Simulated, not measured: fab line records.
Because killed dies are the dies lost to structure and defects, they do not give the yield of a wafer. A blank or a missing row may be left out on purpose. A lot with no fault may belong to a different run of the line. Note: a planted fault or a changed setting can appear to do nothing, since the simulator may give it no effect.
The tool behind it: which one?    flow berkeley-cmos170    7 lots with 21 wafers sampled at 3 steps, on a route of 331 steps

== WHAT EACH GAUGE READ, for each wafer ==
UCB170_GATE_CD_MEAS_90 targets a cd of 350 nm.
lot   measured      on         cd-nm (nm)
L177  day 6 08:21   cd-sem-02  350.4 352.0 349.9
L180  day 7 00:04   cd-sem-01  350.5 349.3 350.8
L184  day 7 10:14   cd-sem-01  350.9 351.5 351.4
L186  day 8 11:50   cd-sem-01  351.3 351.5 351.5
L190  day 8 16:34   cd-sem-02  352.1 352.1 352.0
L196  day 11 01:02  cd-sem-01  345.5 344.1 345.3
L198  day 11 06:51  cd-sem-02  350.4 350.1 350.2

== TOOL THAT RAN EACH LOT (tool first, then ch and the chambers of the sampled wafers, then the start) ==
lot   UCB170_GATE_ETCH_14                 UCB170_GATE_STRIP_16
L177  rie-diel-01 ch 0,1,3, day 6 08:10   plasma-asher-02 ch 0, day 6 08:15
L180  rie-diel-01 ch 0,1,2, day 6 23:53   plasma-asher-02 ch 0,1, day 6 23:58
L184  rie-diel-04 ch 2,3, day 7 10:01     plasma-asher-01 ch 0,1, day 7 10:06
L186  rie-diel-04 ch 1,2, day 8 11:38     plasma-asher-02 ch 0,1, day 8 11:43
L190  rie-diel-04 ch 1,2, day 8 16:17     plasma-asher-04 ch 0,1, day 8 16:22
L196  rie-diel-04 ch 0,2,3, day 11 00:48  plasma-asher-02 ch 0,1, day 11 00:54
L198  rie-diel-02 ch 0,1,2, day 11 06:37  plasma-asher-02 ch 0,1, day 11 06:44
- UCB170_GATE_ETCH_14: etches BARC in N2/H2.
- UCB170_GATE_STRIP_16: strips in O2.

== THE ANSWER, worked out from the rows above alone ==
Rule: usual is defined by the lots themselves. The widest of any qualifying gaps counts: lots, ordered by their means at a reading, are off when they make up no more than a third of the lots, leave a main group of 4 or more, and stand apart from it by 3 or more times the standard deviation of that group's means. If all means in a main group match to the digits the tables above print for the reading, that group is not used. Also off: a lot with no number at a reading for which 4 or more lots have one. Where the step has rows for the other lots, those lots are counted as sound.
Off: L196 (UCB170_GATE_CD_MEAS_90, cd-nm). Mean 351.0 nm and standard deviation 0.67 in the main group.
A tool fits if, at a process step before that reading, it ran every lot that is off, and no sound lot after the first of them. Those tools and the gauges at UCB170_GATE_CD_MEAS_90 are tried in the same way. 2 tools fit, rie-diel-04 at UCB170_GATE_ETCH_14 and cd-sem-01 at UCB170_GATE_CD_MEAS_90, so this cannot tell which one it is.

== WHAT THE SIMULATOR HAD INSERTED ==
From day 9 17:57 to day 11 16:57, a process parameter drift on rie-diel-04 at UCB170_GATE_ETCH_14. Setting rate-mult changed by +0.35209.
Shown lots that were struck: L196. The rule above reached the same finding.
